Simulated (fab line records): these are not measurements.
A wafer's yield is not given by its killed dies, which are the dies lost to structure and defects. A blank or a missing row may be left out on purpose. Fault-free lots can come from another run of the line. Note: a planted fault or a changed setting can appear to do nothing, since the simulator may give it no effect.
fab line records || flow ritCmos
record: {"lots": 15, "wafers": 45, "lastDay": 7}
route steps=202 shown ACTIVE@2
lots that met no fault: taken from a fault-free run of the same line
startH: the number of hours between the record's first day and the start of the first shown wafer of the lot || waitH: how many hours have passed since the lot's step before this one || " repeats the value in the row above || L1.1+2: a single row standing in for several wafers || - value missing, or start not given || * or withheld: withheld || < > ~ a bound
route shown NAME@n: NAME is a module with steps in the file, n the number in the route of the first one || usual: mean/standard deviation taken from wafers without a fault || same: alike in all rows || chamber/n: place in a boat || sites: the reading at each site || _std_site: the values' standard deviation || _edge_site: outer sites' mean less inner sites' || radiusMm: for every site, how far away it sits from the centre of the wafer || mask NAME#n: copy n || behind: the tool/chamber that last shaped the wafer || hold: why the lot went on hold/how many hours it stayed there/how the hold came to an end || device: the transistor (n, p or np) that didn't switch || end of line: at the end of the route, the tests of the same wafers || a step with no rows: only its recipe || killed: dies that structure and defects cost at the first sort, which is not the same as the wafer's yield || map: a wafer's dies, x killed, . not, _ none there
set.NAME: the setting as run; set.NAME@STEP: as run at that earlier step || model.NAME: the simulator's own value behind a step, which no gauge read
route steps across a sampled set of lots; one table per step, one row per wafer
services: the hour from which a tool's chamber was out of use, counted from the record's first day as startH (under 0 if before that day), plus the number of hours and why
== steps ==
step: RIT_ACTIVE_OXIDATION_01
recipe: {"tempC": 1003, "ambient": "O2", "targetThkA": 468, "oxTimeS": 3360}
usual: {"oxTempC": "1003.0/0.39", "oxTempCMax": "1007.3/1.9", "spikeTcCentreC": "1005.3/1.5"}
{"lot.wafer": "L170.2", "tool": "furnace-04", "chamber": 0, "startH": 10.12, "waitH": 0.1, "oxTempC": 1003.1, "oxTempCMax": 1006.5, "spikeTcCentreC": 1002.5}
{"lot.wafer": "L170.3", "tool": "furnace-04", "chamber": 0, "startH": 10.12, "waitH": 0.1, "oxTempC": 1003.2, "oxTempCMax": 1007.1, "spikeTcCentreC": 1004.4}
{"lot.wafer": "L170.5", "tool": "furnace-04", "chamber": 0, "startH": 10.12, "waitH": 0.1, "oxTempC": 1003.3, "oxTempCMax": 1007.4, "spikeTcCentreC": 1003.0}
{"lot.wafer": "L171.3", "tool": "furnace-03", "chamber": 0, "startH": 15.12, "waitH": 0.1, "oxTempC": 1002.8, "oxTempCMax": 1005.2, "spikeTcCentreC": 1006.3}
{"lot.wafer": "L171.5", "tool": "furnace-03", "chamber": 0, "startH": 15.12, "waitH": 0.1, "oxTempC": 1002.9, "oxTempCMax": 1005.9, "spikeTcCentreC": 1005.0}
{"lot.wafer": "L171.6", "tool": "furnace-03", "chamber": 0, "startH": 15.12, "waitH": 0.1, "oxTempC": 1003.2, "oxTempCMax": 1006.0, "spikeTcCentreC": 1004.0}
{"lot.wafer": "L172.1", "tool": "furnace-03", "chamber": 0, "startH": 20.12, "waitH": 0.1, "oxTempC": 1003.2, "oxTempCMax": 1006.3, "spikeTcCentreC": 1005.2}
{"lot.wafer": "L172.4", "tool": "furnace-03", "chamber": 0, "startH": 20.12, "waitH": 0.1, "oxTempC": 1002.7, "oxTempCMax": 1005.0, "spikeTcCentreC": 1004.6}
{"lot.wafer": "L172.6", "tool": "furnace-03", "chamber": 0, "startH": 20.12, "waitH": 0.1, "oxTempC": 1003.2, "oxTempCMax": 1006.5, "spikeTcCentreC": 1002.5}
{"lot.wafer": "L176.1", "tool": "furnace-04", "chamber": "-", "startH": 40.12, "waitH": 0.1, "oxTempC": "-", "oxTempCMax": "-", "spikeTcCentreC": "-"}
{"lot.wafer": "L176.2", "tool": "furnace-04", "chamber": "-", "startH": 40.12, "waitH": 0.1, "oxTempC": "-", "oxTempCMax": "-", "spikeTcCentreC": "-"}
{"lot.wafer": "L176.3", "tool": "furnace-04", "chamber": "-", "startH": 40.12, "waitH": 0.1, "oxTempC": "-", "oxTempCMax": "-", "spikeTcCentreC": "-"}
{"lot.wafer": "L177.1", "tool": "furnace-04", "chamber": "-", "startH": 45.12, "waitH": 0.1, "oxTempC": "-", "oxTempCMax": "-", "spikeTcCentreC": "-"}
{"lot.wafer": "L177.2", "tool": "furnace-04", "chamber": "-", "startH": 45.12, "waitH": 0.1, "oxTempC": "-", "oxTempCMax": "-", "spikeTcCentreC": "-"}
{"lot.wafer": "L177.4", "tool": "furnace-04", "chamber": "-", "startH": 45.12, "waitH": 0.1, "oxTempC": "-", "oxTempCMax": "-", "spikeTcCentreC": "-"}
{"lot.wafer": "L178.2", "tool": "furnace-03", "chamber": "-", "startH": 50.12, "waitH": 0.1, "oxTempC": "-", "oxTempCMax": "-", "spikeTcCentreC": "-"}
{"lot.wafer": "L178.4", "tool": "furnace-03", "chamber": "-", "startH": 50.12, "waitH": 0.1, "oxTempC": "-", "oxTempCMax": "-", "spikeTcCentreC": "-"}
{"lot.wafer": "L178.6", "tool": "furnace-03", "chamber": "-", "startH": 50.12, "waitH": 0.1, "oxTempC": "-", "oxTempCMax": "-", "spikeTcCentreC": "-"}
{"lot.wafer": "L183.1", "tool": "furnace-04", "chamber": 0, "startH": 75.12, "waitH": 0.1, "oxTempC": 1003.2, "oxTempCMax": 1006.4, "spikeTcCentreC": 1002.3}
{"lot.wafer": "L183.5", "tool": "furnace-04", "chamber": 0, "startH": 75.12, "waitH": 0.1, "oxTempC": 1002.9, "oxTempCMax": 1005.4, "spikeTcCentreC": 1005.3}
{"lot.wafer": "L183.6", "tool": "furnace-04", "chamber": 0, "startH": 75.12, "waitH": 0.1, "oxTempC": 1003.5, "oxTempCMax": 1007.4, "spikeTcCentreC": 1003.8}
{"lot.wafer": "L184.1", "tool": "furnace-04", "chamber": 0, "startH": 80.12, "waitH": 0.1, "oxTempC": 1003.3, "oxTempCMax": 1006.3, "spikeTcCentreC": 1006.0}
{"lot.wafer": "L184.4", "tool": "furnace-04", "chamber": 0, "startH": 80.12, "waitH": 0.1, "oxTempC": 1002.9, "oxTempCMax": 1006.3, "spikeTcCentreC": 1004.4}
{"lot.wafer": "L184.6", "tool": "furnace-04", "chamber": 0, "startH": 80.12, "waitH": 0.1, "oxTempC": 1002.6, "oxTempCMax": 1006.4, "spikeTcCentreC": 1004.3}
{"lot.wafer": "L185.3", "tool": "furnace-02", "chamber": 0, "startH": 85.12, "waitH": 0.1, "oxTempC": 1002.6, "oxTempCMax": 1009.4, "spikeTcCentreC": 1007.4}
{"lot.wafer": "L185.4", "tool": "furnace-02", "chamber": 0, "startH": 85.12, "waitH": 0.1, "oxTempC": 1002.5, "oxTempCMax": 1007.8, "spikeTcCentreC": 1006.6}
{"lot.wafer": "L185.5", "tool": "furnace-02", "chamber": 0, "startH": 85.12, "waitH": 0.1, "oxTempC": 1002.5, "oxTempCMax": 1011.0, "spikeTcCentreC": 1007.6}
{"lot.wafer": "L186.1", "tool": "furnace-03", "chamber": 0, "startH": 90.12, "waitH": 0.1, "oxTempC": 1002.5, "oxTempCMax": 1005.3, "spikeTcCentreC": 1005.2}
{"lot.wafer": "L186.4", "tool": "furnace-03", "chamber": 0, "startH": 90.12, "waitH": 0.1, "oxTempC": 1003.0, "oxTempCMax": 1006.1, "spikeTcCentreC": 1003.9}
{"lot.wafer": "L186.6", "tool": "furnace-03", "chamber": 0, "startH": 90.12, "waitH": 0.1, "oxTempC": 1002.9, "oxTempCMax": 1005.3, "spikeTcCentreC": 1005.1}
{"lot.wafer": "L188.4", "tool": "furnace-02", "chamber": 0, "startH": 100.12, "waitH": 0.0, "oxTempC": 1002.6, "oxTempCMax": 1008.2, "spikeTcCentreC": 1007.4}
{"lot.wafer": "L188.5", "tool": "furnace-02", "chamber": 0, "startH": 100.12, "waitH": 0.0, "oxTempC": 1003.1, "oxTempCMax": 1010.3, "spikeTcCentreC": 1007.2}
{"lot.wafer": "L188.6", "tool": "furnace-02", "chamber": 0, "startH": 100.12, "waitH": 0.0, "oxTempC": 1003.2, "oxTempCMax": 1011.2, "spikeTcCentreC": 1007.9}
{"lot.wafer": "L189.3", "tool": "furnace-04", "chamber": 0, "startH": 105.12, "waitH": 0.1, "oxTempC": 1003.6, "oxTempCMax": 1006.7, "spikeTcCentreC": 1003.8}
{"lot.wafer": "L189.5", "tool": "furnace-04", "chamber": 0, "startH": 105.12, "waitH": 0.1, "oxTempC": 1003.1, "oxTempCMax": 1006.1, "spikeTcCentreC": 1003.2}
{"lot.wafer": "L189.6", "tool": "furnace-04", "chamber": 0, "startH": 105.12, "waitH": 0.1, "oxTempC": 1003.4, "oxTempCMax": 1007.4, "spikeTcCentreC": 1004.7}
{"lot.wafer": "L190.1", "tool": "furnace-03", "chamber": 0, "startH": 110.12, "waitH": 0.1, "oxTempC": 1003.5, "oxTempCMax": 1007.1, "spikeTcCentreC": 1004.3}
{"lot.wafer": "L190.2", "tool": "furnace-03", "chamber": 0, "startH": 110.12, "waitH": 0.1, "oxTempC": 1003.6, "oxTempCMax": 1006.2, "spikeTcCentreC": 1004.6}
{"lot.wafer": "L190.6", "tool": "furnace-03", "chamber": 0, "startH": 110.12, "waitH": 0.1, "oxTempC": 1003.4, "oxTempCMax": 1005.7, "spikeTcCentreC": 1006.2}
{"lot.wafer": "L191.1", "tool": "furnace-04", "chamber": 0, "startH": 116.51, "waitH": 1.5, "oxTempC": 1002.9, "oxTempCMax": 1005.8, "spikeTcCentreC": 1005.0}
{"lot.wafer": "L191.3", "tool": "furnace-04", "chamber": 0, "startH": 116.51, "waitH": 1.5, "oxTempC": 1003.0, "oxTempCMax": 1006.6, "spikeTcCentreC": 1005.2}
{"lot.wafer": "L191.6", "tool": "furnace-04", "chamber": 0, "startH": 116.51, "waitH": 1.5, "oxTempC": 1003.3, "oxTempCMax": 1008.5, "spikeTcCentreC": 1004.7}
{"lot.wafer": "L193.3", "tool": "furnace-04", "chamber": 0, "startH": 125.12, "waitH": 0.1, "oxTempC": 1003.2, "oxTempCMax": 1006.2, "spikeTcCentreC": 1005.2}
{"lot.wafer": "L193.4", "tool": "furnace-04", "chamber": 0, "startH": 125.12, "waitH": 0.1, "oxTempC": 1002.9, "oxTempCMax": 1007.2, "spikeTcCentreC": 1003.8}
{"lot.wafer": "L193.6", "tool": "furnace-04", "chamber": 0, "startH": 125.12, "waitH": 0.1, "oxTempC": 1003.3, "oxTempCMax": 1007.0, "spikeTcCentreC": 1004.7}
== services ==
{"tool": "furnace-03", "chamber": "-", "startH": 6.07, "hours": 5.3, "kind": "repair"}
{"tool": "furnace-02", "chamber": "-", "startH": 114.45, "hours": 3.5, "kind": "pm"}
{"tool": "furnace-02", "chamber": "-", "startH": 115.64, "hours": 4.0, "kind": "repair"}
== key ==
firstSign: {"step": "RIT_ACTIVE_OXIDATION_01", "reading": "toolRecord", "direction": "missing"}
effect none on later readings
metAt RIT_ACTIVE_OXIDATION_01
struckLots L176,L177,L178
laterRowsLeftOut L176.1,L176.2,L176.3,L177.1,L177.2,L177.4,L178.2,L178.4,L178.6
sortLeftOut L176.1,L176.2,L176.3,L177.1,L177.2,L177.4,L178.2,L178.4,L178.6
testerLeftOut L176,L177,L178
onsetBetween 20.12 40.12
fault: {"kind": "skippedStepWhole", "tool": "furnace-03,furnace-04", "chamber": "-", "onsetH": 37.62, "steps": "RIT_ACTIVE_OXIDATION_01", "scope": "struckLotsOnly"}
testerLeftOut: of these lots the tester's yield and bins aren't shown, on N5 and GAA mostly nor the transistor test; their killed dies are dies lost to structure and defects alone, not to doping, threshold or leakage, so they don't give the yield
sortLeftOut: the simulated sort isn't trusted on such a fault, so these wafers' sort isn't shown, and their yield isn't known
laterRowsLeftOut: the simulator's readings of these wafers behind a module that went badly wrong aren't trusted and aren't shown, but for the sort
